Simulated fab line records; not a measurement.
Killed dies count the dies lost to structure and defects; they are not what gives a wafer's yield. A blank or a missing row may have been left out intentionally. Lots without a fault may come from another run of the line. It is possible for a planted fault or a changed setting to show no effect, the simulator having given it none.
fab line records + flow rit-cmos
record
- lots=15
- wafers=45
- last-day=7
route steps=202 shown NLDD@108 M1@202
lots that met no fault: taken from a fault-free run of the same line
start-h: hours from the record's first day to the start of the lot's first wafer shown + wait-h: how many hours have passed since the lot's step before this one + " identical to the entry in the row above + L1.1+2: several wafers, shown together as one row + - either no value or no given start + * or withheld: withheld + < > ~ a bound
route shown NAME@n: names a module that has steps shown in the file, with the first one's number in the route + usual: the fault-free wafers' mean and standard deviation + same: alike in all rows + chamber/n: place in a boat + sites: each site's reading + _std_site: how widely they spread, as a standard deviation + _edge_site: outer sites' mean less inner sites' + radius-mm: for every site, how far away it sits from the centre of the wafer + mask NAME#n: copy n + behind: the most recent tool/chamber to have shaped the wafer + hold: cause of the lot's hold/its duration in hours/its outcome + device: which transistor (n, p or np) failed to switch + end of line: the route-end tests of the same wafers + a step with no rows: only its recipe + killed: the dies lost at the first sort to structure and to defects; this is not the yield of the wafer + map: a wafer's dies, x killed, . not, _ none there
set.NAME: the setting that was run; set.NAME@STEP: the one run at that earlier step + model.NAME: the simulator's own value behind a step, which no gauge read
route steps across a sampled set of lots; one table per step, one row per wafer
## steps
# step RIT_NLDD_DEVELOP_05
# recipe
- resist=NOVOLAK
- develop-time-s=50
- dev-temp-c=23
# usual
- developer-temp-C=23.02/0.11
- resist-line-temp-C=23.02/0.13
| lot.wafer | tool           | chamber | start-h | wait-h | developer-temp-C | resist-line-temp-C |
|-----------|----------------|---------|---------|--------|------------------|--------------------|
| L868.2    | litho-track-02 | 0       | 44      | -      | 23.14            | 22.96              |
| L868.4    | "              | 0       | "       | "      | 23.14            | 22.90              |
| L868.6    | "              | 0       | "       | "      | 23.05            | 22.90              |
| L869.2    | litho-track-02 | 0       | 50      | -      | 23.14            | 23.01              |
| L869.3    | "              | 0       | "       | "      | 23.14            | 23.10              |
| L869.5    | "              | 0       | "       | "      | 23.20            | 23.04              |
| L870.1    | litho-track-03 | 0       | 52      | -      | 22.86            | 23.07              |
| L870.3    | "              | 0       | "       | "      | 22.96            | 23.14              |
| L870.4    | "              | 0       | "       | "      | 23.06            | 22.87              |
| L873.2    | litho-track-02 | 0       | 71      | -      | 23.07            | 23.12              |
| L873.3    | "              | 0       | "       | "      | 22.96            | 22.91              |
| L873.5    | "              | 0       | "       | "      | 22.91            | 22.95              |
| L875.2    | litho-track-01 | 0       | 82      | -      | 23.15            | 23.21              |
| L875.3    | "              | 0       | "       | "      | 22.96            | 23.02              |
| L875.6    | "              | 0       | "       | "      | 22.99            | 22.95              |
| L876.1    | litho-track-01 | 0       | 86      | -      | 23.06            | 23.10              |
| L876.2    | "              | 0       | "       | "      | 23.07            | 23.17              |
| L876.3    | "              | 0       | "       | "      | 23.03            | 23.08              |
| L877.2    | litho-track-03 | 0       | 93      | -      | 23.05            | 23.24              |
| L877.5    | "              | 0       | "       | "      | 23.15            | 23.36              |
| L877.6    | "              | 0       | "       | "      | 23.07            | 23.31              |
| L878.1    | litho-track-01 | 0       | 98      | -      | 23.20            | 22.86              |
| L878.3    | "              | 0       | "       | "      | 23.29            | 23.13              |
| L878.5    | "              | 0       | "       | "      | 23.18            | 23.01              |
| L879.1    | litho-track-01 | 0       | 101     | -      | 22.97            | 23.02              |
| L879.2    | "              | 0       | "       | "      | 23.10            | 22.99              |
| L879.5    | "              | 0       | "       | "      | 22.95            | 23.12              |
| L880.4    | litho-track-03 | 0       | 106     | -      | 22.95            | 23.16              |
| L880.5    | "              | 0       | "       | "      | 22.92            | 23.13              |
| L880.6    | "              | 0       | "       | "      | 23.00            | 23.18              |
| L881.3    | litho-track-01 | 0       | 111     | -      | 23.21            | 23.03              |
| L881.4    | "              | 0       | "       | "      | 23.04            | 23.14              |
| L881.5    | "              | 0       | "       | "      | 22.94            | 22.85              |
| L883.2    | litho-track-02 | 0       | 119     | -      | 23.02            | 22.94              |
| L883.3    | "              | 0       | "       | "      | 23.03            | 22.98              |
| L883.5    | "              | 0       | "       | "      | 22.96            | 22.92              |
| L886.1    | litho-track-02 | 0       | 133     | -      | 23.81            | 22.69              |
| L886.4    | "              | 0       | "       | "      | 23.90            | 22.88              |
| L886.5    | "              | 0       | "       | "      | 23.82            | 22.85              |
| L887.2    | litho-track-02 | 0       | 138     | -      | 23.78            | 23.07              |
| L887.4    | "              | 0       | "       | "      | 23.89            | 22.95              |
| L887.5    | "              | 0       | "       | "      | 23.88            | 22.99              |
| L890.1    | litho-track-02 | 0       | 153     | -      | 23.77            | 22.84              |
| L890.3    | "              | 0       | "       | "      | 23.83            | 22.77              |
| L890.6    | "              | 0       | "       | "      | 23.77            | 22.85              |
# step RIT_M1_PROBE_99
# usual
- killed-at-contacts=0.1/0.3
- killed-at-front-end=6.9/2.9
- killed-dies=7.0/2.9
- killed-open=3.3/2
- killed-short=3.7/2
# same
- gross-dies=264
- killed_at_M0_to_M3=0
- killed_at_M4_up=0
- killed-at-back-side=0
- killed-at-other=0
| lot.wafer | tool      | chamber | start-h | wait-h | killed-at-contacts | killed-at-front-end | killed-dies | killed-open | killed-short |
|-----------|-----------|---------|---------|--------|--------------------|---------------------|-------------|-------------|--------------|
| L883.2    | prober-01 | -       | 135.46  | 0.1    | 0                  | 2                   | 2           | 1           | 1            |
| L883.3    | prober-01 | -       | 135.51  | 0.2    | 0                  | 7                   | 7           | 1           | 6            |
| L883.5    | prober-01 | -       | 135.61  | 0.2    | 0                  | 6                   | 6           | 3           | 3            |
| L886.1    | prober-02 | -       | 149.33  | 0.1    | 0                  | 3                   | 3           | 2           | 1            |
| L886.4    | prober-02 | -       | 149.48  | 0.2    | 0                  | 10                  | 10          | 6           | 4            |
| L886.5    | prober-02 | -       | 149.53  | 0.2    | 0                  | 9                   | 9           | 5           | 4            |
| L890.1    | prober-01 | -       | 169.06  | 0.1    | 0                  | 7                   | 7           | 2           | 5            |
| L890.3    | prober-01 | -       | 169.16  | 0.2    | 0                  | 4                   | 4           | 1           | 3            |
| L890.6    | prober-01 | -       | 169.31  | 0.2    | 0                  | 5                   | 5           | 3           | 2            |
# killed by level:class
L883.2 FOX1:geometric-particle:short=1 FOX1:geometric-particle:open=1
L883.3 GATE:geometric-particle:short=3 FOX2:geometric-particle:short=1 GATE:geometric-particle:open=1 REOX:geometric-particle:short=1 SPACER:geometric-particle:short=1
L883.5 SILICIDE:geometric-particle:short=2 GATE:geometric-particle:open=1 REOX:geometric-particle:open=1 REOX:geometric-particle:short=1 SILICIDE:geometric-particle:open=1
L886.1 SILICIDE:geometric-particle:open=2 GATE:geometric-particle:short=1
L886.4 FOX1:geometric-particle:short=2 GATE:geometric-particle:open=2 SPACER:geometric-particle:open=2 FOX1:geometric-particle:open=1 REOX:geometric-particle:short=1 SILICIDE:geometric-particle:open=1 SILICIDE:geometric-particle:short=1
L886.5 GATE:geometric-particle:short=3 SILICIDE:geometric-particle:open=3 GATE:geometric-particle:open=2 SILICIDE:geometric-particle:short=1
L890.1 GATE:geometric-particle:short=3 GATE:geometric-particle:open=2 SILICIDE:geometric-particle:short=2
L890.3 FOX2:geometric-particle:short=1 GATE:geometric-particle:short=1 SPACER:geometric-particle:open=1 SPACER:geometric-particle:short=1
L890.6 FOX2:geometric-particle:short=1 GATE:geometric-particle:open=1 GATE:geometric-particle:short=1 REOX:geometric-particle:open=1 SPACER:geometric-particle:open=1
## key
first-sign
- step=RIT_NLDD_DEVELOP_05
- reading=developer-temp-C
- direction=up
- sigmas=7.5
- usual=*
- struck=*
effect none on later readings
met-at RIT_NLDD_DEVELOP_05
struck-lots L886,L887,L890
tester-left-out L886,L887,L890
onset-between 119 133
fault
- kind=process-parameter-drift
- tool=litho-track-02
- chamber=-
- onset-h=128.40
- steps=RIT_NLDD_DEVELOP_05
- channel=dev-temp-c
- offset=*
- shape=step
- end-h=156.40
- acts-in=*
- stated=*
# tester-left-out: of these lots the tester's yield and bins aren't shown, on N5 and GAA mostly nor the transistor test; their killed dies are dies lost to structure and defects alone, not to doping, threshold or leakage, so they don't give the yield
